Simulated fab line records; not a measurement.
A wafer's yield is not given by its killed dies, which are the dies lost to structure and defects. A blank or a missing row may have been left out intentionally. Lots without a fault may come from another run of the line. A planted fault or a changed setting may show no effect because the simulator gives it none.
Split-lot experiment -- flow berkeley_cmos170 -- 23 wafers read from 5 lots, route of 331 steps

ABOUT THE SPLIT
At UCB170_NWELL_IMPLANT_14, the setting dose_cm2 was moved away from the recipe's 1e+13 on 6 of the 23 wafers read, by +4.2% to +5.5%. This setting was run at the recipe's value on the other wafers.

BETWEEN THE SPLIT AND THE READING: the file shows 1 step in between
- UCB170_NWELL_STRIP_15: strips in O2

THE READING
NWELL_TW, at UCB170_NWELL_TW_MEAS_16. Typical for fault-free wafers on this fab line: 1252, with standard deviation 9.2.

wafer,"tool, chamber at the split",dose_cm2 as run,against the recipe,NWELL_TW,against lot-mates on the recipe
L075.1,"implanter-04, 0",1e+13,recipe,1267,-
L075.2,"implanter-04, 0",1.042e+13,+4.2%,1282,+16
L075.3,"implanter-04, 0",1.042e+13,+4.2%,1287,+21
L075.4,"implanter-04, 0",1e+13,recipe,1265,-
L075.6,"implanter-04, 0",1.042e+13,+4.2%,1280,+14
L076.1,"implanter-02, 0",1e+13,recipe,1239,-
L076.3,"implanter-02, 0",1e+13,recipe,1244,-
L076.4,"implanter-02, 0",1e+13,recipe,1247,-
L082.1,"implanter-03, 0",1e+13,recipe,1238,-
L082.3,"implanter-03, 0",1e+13,recipe,1232,-
L082.4,"implanter-03, 0",1e+13,recipe,1236,-
L082.5,"implanter-03, 0",1e+13,recipe,1236,-
L082.6,"implanter-03, 0",1e+13,recipe,1245,-
L083.1,"implanter-04, 0",1e+13,recipe,1255,-
L083.2,"implanter-04, 0",1.055e+13,+5.5%,1276,+23
L083.3,"implanter-04, 0",1.055e+13,+5.5%,1278,+25
L083.5,"implanter-04, 0",1.055e+13,+5.5%,1274,+21
L083.6,"implanter-04, 0",1e+13,recipe,1251,-
L085.1,"implanter-04, 0",1e+13,recipe,1257,-
L085.2,"implanter-04, 0",1e+13,recipe,1255,-
L085.3,"implanter-04, 0",1e+13,recipe,1256,-
L085.4,"implanter-04, 0",1e+13,recipe,1256,-
L085.5,"implanter-04, 0",1e+13,recipe,1253,-

FIT RESULTS
A straight line over all 23 wafers: NWELL_TW changes by +6.02 for each +1% of dose_cm2; r = +0.81; the points scatter about the line by 10.
The same after taking each lot's own level away (the mean of its wafers on the recipe; 23 wafers): +4.14 for each +1%; r = +0.95; scatter 2.9.
On that fit, the largest move of dose_cm2 shifts the reading by 23.
From 1237.4 to 1266.0: that is the span of the lots' own levels, equal to 3.1 times the standard deviation above.
Thus the slope moves with the lot-to-lot level: the two fits are different.
Check: with one of the wafers moved furthest among these (+5.5%) left out of the fit, the line predicts +22.7 for it against its lot-mates. Against them it came out at +23.

ADDITIONAL SPLITS CARRIED BY THESE WAFERS
Other splits were also applied to these wafers ahead of the reading. Each is held against what the fit with the lots' levels taken away leaves over:
other split on the same wafers,wafers away from the commonest value,r with NWELL_TW (lot level and that fit taken away)
UCB170_ZERO_COAT_01 spin_rpm,6,-0.13
UCB170_ZERO_SOFTBAKE_02 temp_c,7,-0.05

THE FILE'S OWN FIT
NWELL_TW changes by +4.18 for each +1% of dose_cm2, r = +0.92.
